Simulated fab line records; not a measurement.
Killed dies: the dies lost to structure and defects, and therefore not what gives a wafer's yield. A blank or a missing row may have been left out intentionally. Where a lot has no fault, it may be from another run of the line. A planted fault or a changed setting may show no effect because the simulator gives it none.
Split-lot trial	flow rit cmos	5 lots, 23 wafers read, on a route of 202 steps

== THE SPLIT ITSELF ==
At RIT_SILICIDE_WET_ETCH_00 (etches SiO2 in BOE, target depth 14 nm, time 15 s), the setting time s was moved away from the recipe's 15 s on 15 of the 23 wafers read, by -8.1% to +14.5%. For the rest of the wafers, this setting stayed at what the recipe calls for.

The reading comes from the split's own step.

== THE READING ==
SiO2_of_FOX2_OXIDATION_00.thk nm (the simulator's own value, which no gauge read), in nm, at RIT_SILICIDE_WET_ETCH_00 (etches SiO2 in BOE, target depth 14 nm, time 15 s). The file does not state a usual value for it. Here, 8 wafers ran the recipe; their average is 124.4 nm with a standard deviation of 26 nm.

wafer	tool, chamber at the split	time s as run, s	against the recipe	SiO2_of_FOX2_OXIDATION_00.thk nm, nm	against lot-mates on the recipe
L074.1	-, -	17.13	+14.2%	179.4	no lot-mate on the recipe
L074.2	-, -	17.13	+14.2%	174.8	no lot-mate on the recipe
L074.3	-, -	17.13	+14.2%	180.8	no lot-mate on the recipe
L074.5	-, -	17.13	+14.2%	177.4	no lot-mate on the recipe
L074.6	-, -	17.13	+14.2%	187.6	no lot-mate on the recipe
L075.2	-, -	17.17	+14.5%	208.6	no lot-mate on the recipe
L075.3	-, -	17.17	+14.5%	209.6	no lot-mate on the recipe
L075.4	-, -	17.17	+14.5%	211.8	no lot-mate on the recipe
L075.5	-, -	17.17	+14.5%	211.9	no lot-mate on the recipe
L075.6	-, -	17.17	+14.5%	211.6	no lot-mate on the recipe
L083.2	-, -	15	recipe	105.7	-
L083.3	-, -	15	recipe	104.3	-
L083.4	-, -	15	recipe	102.2	-
L083.5	-, -	15	recipe	105.5	-
L083.6	-, -	15	recipe	105.6	-
L084.1	-, -	13.79	-8.1%	108.8	no lot-mate on the recipe
L084.2	-, -	13.79	-8.1%	116.6	no lot-mate on the recipe
L084.3	-, -	13.79	-8.1%	119.6	no lot-mate on the recipe
L084.4	-, -	13.79	-8.1%	113.5	no lot-mate on the recipe
L084.5	-, -	13.79	-8.1%	114.9	no lot-mate on the recipe
L085.2	wet bench-01, 0	15	recipe	154.2	-
L085.4	wet bench-01, 0	15	recipe	158.3	-
L085.6	wet bench-01, 0	15	recipe	159.6	-

THE FIT
A straight line over all 23 wafers: SiO2_of_FOX2_OXIDATION_00.thk nm changes by +3.97 nm for each +1% of time s; r = +0.87; the points scatter about the line by 21 nm.
Too few moved wafers with a lot-mate on the recipe to fit a line net of each lot's own level.

== FILE'S OWN FIT ==
SiO2_of_FOX2_OXIDATION_00.thk nm changes by +3.97 nm for each +1% of time s, r = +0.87.
